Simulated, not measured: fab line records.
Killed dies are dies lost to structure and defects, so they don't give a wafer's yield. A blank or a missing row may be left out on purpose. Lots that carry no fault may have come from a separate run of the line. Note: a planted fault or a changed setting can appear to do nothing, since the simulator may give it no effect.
What tool caused it?    flow rit cmos    15 lots, 45 wafers sampled, at 4 steps of a route of 202

## WHAT THE GAUGES SHOWED, per wafer
RIT_NRETRO_TW_MEAS_10. Usual: NRETRO_TW typically reads 1057, with standard deviation 12.
lot   measured     on             NRETRO_TW       flag
L838  day 2 08:35  film metro-01  1070 1066 1068  
L839  day 2 12:43  film metro-03  1048 1050 1053  
L840  day 2 16:28  film metro-04  1043 1049 1044  
L841  day 2 22:31  film metro-01  1069 1072 1065  
L843  day 3 10:25  film metro-04  1044 1048 1043  
L844  day 3 15:36  film metro-04  1039 1044 1046  
L845  day 3 18:06  film metro-01  1073 1071 1072  
L846  day 3 23:19  film metro-03  1054 1052 1056  
L847  day 4 04:16  film metro-04  1044 1046 1045  
L848  day 4 09:21  film metro-01  1075 1073 1070  
L850  day 5 04:38  film metro-01  1071 1067 1074  
L855  day 6 00:49  film metro-03  1051 1053 1052  
L856  day 6 02:43  film metro-01  1075 1075 1081  
L859  day 6 16:44  film metro-04  1049 1042 1045  
L861  day 7 03:54  film metro-04  1040 1051 1044  

RIT_REOX_THK_MEAS_04. Usual: REOX_OXIDE_THK typically reads 25.2 nm, with standard deviation 0.53.
lot   measured     on             REOX_OXIDE_THK (nm)  flag
L838  day 2 18:33  film metro-01  25.7 26.4 25.7       
L839  day 3 01:12  film metro-02  24.5 24.8 24.6       
L840  day 3 04:00  film metro-02  25.3 24.6 25.0       
L841  day 3 11:16  film metro-04  25.1 24.8 25.2       
L843  day 3 22:36  film metro-01  25.0 25.1 25.0       
L844  day 4 04:00  film metro-02  26.0 26.0 25.9       
L845  day 4 07:38  film metro-01  25.8 25.5 25.6       
L850  day 5 19:17  film metro-02  24.7 24.5 24.3       
L855  day 6 10:44  film metro-04  24.8 24.9 25.3       
L856  day 6 15:13  film metro-02  25.1 25.2 24.9       
L859  day 7 03:37  film metro-02  25.5 24.8 25.0       
L861  day 7 13:44  film metro-01  24.9 24.9 24.6       

## TOOL THAT RAN EACH LOT (tool first, then ch and the chambers of the sampled wafers, then the start)
lot   RIT_FOX2_WET_ETCH_03            RIT_PRETRO_STRIP_09
L838  wet bench-04 ch 3, day 1 21:08  plasma asher-03 ch 0,1, day 2 09:59
L839  wet bench-02 ch 0, day 2 01:14  plasma asher-01 ch 0, day 2 14:14
L840  wet bench-04 ch 1, day 2 05:09  plasma asher-03 ch 0,1, day 2 17:50
L841  wet bench-01 ch 1, day 2 10:42  plasma asher-03 ch 0,1, day 2 23:56
L843  wet bench-01 ch 3, day 2 21:43  plasma asher-03 ch 0,1, day 3 11:49
L844  wet bench-04 ch 1, day 3 03:41  plasma asher-01 ch 0,1, day 3 17:06
L845  wet bench-04 ch 0, day 3 07:10  plasma asher-04 ch 0,1, day 3 19:38
L846  wet bench-04 ch 2, day 3 12:15  plasma asher-03 ch 0,1, day 4 00:49
L847  wet bench-04 ch 3, day 3 17:04  plasma asher-01 ch 0,1, day 4 05:46
L848  wet bench-02 ch 0, day 3 20:34  plasma asher-01 ch 0,1, day 4 10:43
L850  wet bench-04 ch 1, day 4 13:59  plasma asher-04 ch 0,1, day 5 06:12
L855  wet bench-02 ch 3, day 5 11:14  plasma asher-03 ch 0,1, day 6 02:11
L856  wet bench-04 ch 2, day 5 14:30  plasma asher-04 ch 0,1, day 6 04:10
L859  wet bench-02 ch 0, day 6 05:18  plasma asher-03 ch 0,1, day 6 18:13
L861  wet bench-01 ch 3, day 6 16:29  plasma asher-04 ch 0,1, day 7 05:19
- RIT_FOX2_WET_ETCH_03: etches Si3N4 in H3PO4, target depth 195 nm, time 2700 s.
- RIT_PRETRO_STRIP_09: strips in O2, time 180 s.

## AS READ BY THE TOOLS THEMSELVES (means over the sampled wafers that have a number; for cases with no such wafer, the mark the record gives instead)
RIT_FOX2_WET_ETCH_03. Usual: bath guard temp C 165.0 C, standard deviation 0.48; bath heat duty pct 30 %, standard deviation 3.3; temp c 164.99 C, standard deviation 0.15.
lot   tool          bath guard temp C (C)  bath heat duty pct (%)  temp c (C)  flag
L838  wet bench-04  165.2                  33                      164.93      
L839  wet bench-02  164.5                  30                      165.12      
L840  wet bench-04  165.5                  26                      164.96      
L841  wet bench-01  165.9                  33                      164.85      
L843  wet bench-01  164.9                  30                      165.23      
L844  wet bench-04  165.8                  26                      164.95      
L845  wet bench-04  164.9                  23                      165.04      
L846  wet bench-04  -                      -                       -           OFF
L847  wet bench-04  -                      -                       -           OFF
L848  wet bench-02  -                      -                       -           OFF
L850  wet bench-04  165.6                  26                      164.91      
L855  wet bench-02  165.4                  28                      164.83      
L856  wet bench-04  164.4                  34                      164.81      
L859  wet bench-02  164.8                  32                      165.08      
L861  wet bench-01  165.0                  30                      164.94      

RIT_PRETRO_STRIP_09. Usual: drypump motor current A at 5.89 A, with a standard deviation of 0.29.
lot   tool             drypump motor current A (A)  flag
L838  plasma asher-03  6.13                         
L839  plasma asher-01  5.69                         
L840  plasma asher-03  6.10                         
L841  plasma asher-03  6.13                         
L843  plasma asher-03  6.14                         
L844  plasma asher-01  5.73                         
L845  plasma asher-04  5.57                         
L846  plasma asher-03  6.10                         
L847  plasma asher-01  5.74                         
L848  plasma asher-01  5.67                         
L850  plasma asher-04  5.54                         
L855  plasma asher-03  6.14                         
L856  plasma asher-04  5.56                         
L859  plasma asher-03  6.14                         
L861  plasma asher-04  5.55                         

## THE ANSWER, worked out from the rows above alone
Rule: take the mean of a lot's wafers that have a number; if it is more than 3 standard deviations from the usual mean, the lot is off. A lot without any number at a reading at which 4 lots or more have one is off too. The other lots that the step has rows for count as sound. First the gauges in route order, then the tools' own readings, where a lot's mean is used as printed above. At the first step where some lot is off, the reading lying furthest off is the one used; lots without a number count as furthest.
Off, at RIT_FOX2_WET_ETCH_03 on bath guard temp C: L846, L847, L848. Without a number there: L846, L847, L848.
A tool fits if, at that step or a process step before it, it ran every lot that is off, and no sound lot after the first of them. Not one of the candidates tried fits.

## WHAT THE SIMULATOR HAD INSERTED
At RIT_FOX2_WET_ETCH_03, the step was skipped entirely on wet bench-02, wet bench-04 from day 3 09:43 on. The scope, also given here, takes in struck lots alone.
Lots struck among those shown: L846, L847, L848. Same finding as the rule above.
